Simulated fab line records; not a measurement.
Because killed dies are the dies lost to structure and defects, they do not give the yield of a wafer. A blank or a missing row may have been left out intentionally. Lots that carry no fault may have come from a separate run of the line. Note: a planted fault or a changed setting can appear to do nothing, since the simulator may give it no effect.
One fault through the eyes of 2 desks || flow rit cmos || each desk has only its own numbers; what lay behind them comes last

DESK OF THE TOOL OWNER: litho track-04
The tool's own readings at RIT_CONTACT_DEVELOP_07 (develop time 120 s): means of the sampled wafers that have a number, for each lot that ran on this tool. Marked OUT: a lot whose mean sits more than 4 standard deviations from the usual mean, which makes it out of limits; the brackets give that distance.
Columns: A = developer temp C at RIT_CONTACT_DEVELOP_07, usual 23.00 C; B = resist line temp C at RIT_CONTACT_DEVELOP_07, usual 23.02 C
{"lot": "L194", "first seen here": "day 3 05:00", "A": 22.99, "B": 22.94}
{"lot": "L199", "first seen here": "day 4 06:00", "A": 22.90, "B": 23.11}
{"lot": "L203", "first seen here": "day 5 09:00", "A": "25.30 (+23) OUT", "B": 23.00}
{"lot": "L206", "first seen here": "day 5 18:00", "A": "25.41 (+24) OUT", "B": 23.04}
This desk's finding: out of limits on L203, L206; first on L203, day 5 09:00 (developer temp C at RIT_CONTACT_DEVELOP_07). Within limits: L194, L199.

METROLOGY DESK
What the gauges read, lot by lot, whatever tool the lot ran on: means of the sampled wafers that have a number. Marked OUT: a lot whose mean sits more than 4 standard deviations from the usual mean, which makes it out of limits; the brackets give that distance.
Columns: A = cd nm at RIT_CONTACT_CD_MEAS_08, usual 999.7 nm
{"lot": "L194", "first seen here": "day 3 05:35", "A": 995.9}
{"lot": "L195", "first seen here": "day 3 08:43", "A": 1000.2}
{"lot": "L196", "first seen here": "day 3 13:01", "A": 1000.6}
{"lot": "L197", "first seen here": "day 3 20:19", "A": 1000.3}
{"lot": "L198", "first seen here": "day 4 03:56", "A": 999.1}
{"lot": "L199", "first seen here": "day 4 06:37", "A": 999.9}
{"lot": "L203", "first seen here": "day 5 10:14", "A": "988.6 (-5.3) OUT"}
{"lot": "L206", "first seen here": "day 5 18:19", "A": 991.9}
{"lot": "L209", "first seen here": "day 6 11:25", "A": 999.2}
{"lot": "L214", "first seen here": "day 7 08:11", "A": 999.7}
{"lot": "L216", "first seen here": "day 7 19:10", "A": 995.9}
{"lot": "L217", "first seen here": "day 7 22:36", "A": 1002.9}
This desk's finding: out of limits on L203; first on L203, day 5 10:14 (cd nm at RIT_CONTACT_CD_MEAS_08). Within limits: L194, L195, L196, L197, L198, L199, L206, L209, L214, L216, L217.

ALL TOGETHER
The tool owner's desk had the chance to raise an alarm at day 5 09:00 on L203, L206.
At day 5 10:14 the metrology desk could have sounded an alarm, on L203.
The metrology desk holds a record of L206, inside its limits.
All the named lots went through RIT_CONTACT_DEVELOP_07 on litho track-04.

WHAT WAS PUT IN BY THE SIMULATOR
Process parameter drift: litho track-04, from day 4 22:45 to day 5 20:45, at RIT_CONTACT_DEVELOP_07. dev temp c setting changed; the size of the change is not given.
Struck lots among those shown: L203, L206.
Delay (hours) between the fault's onset and each desk's first out-of-limits reading: 10 at the tool owner's desk, 11 at the metrology desk.
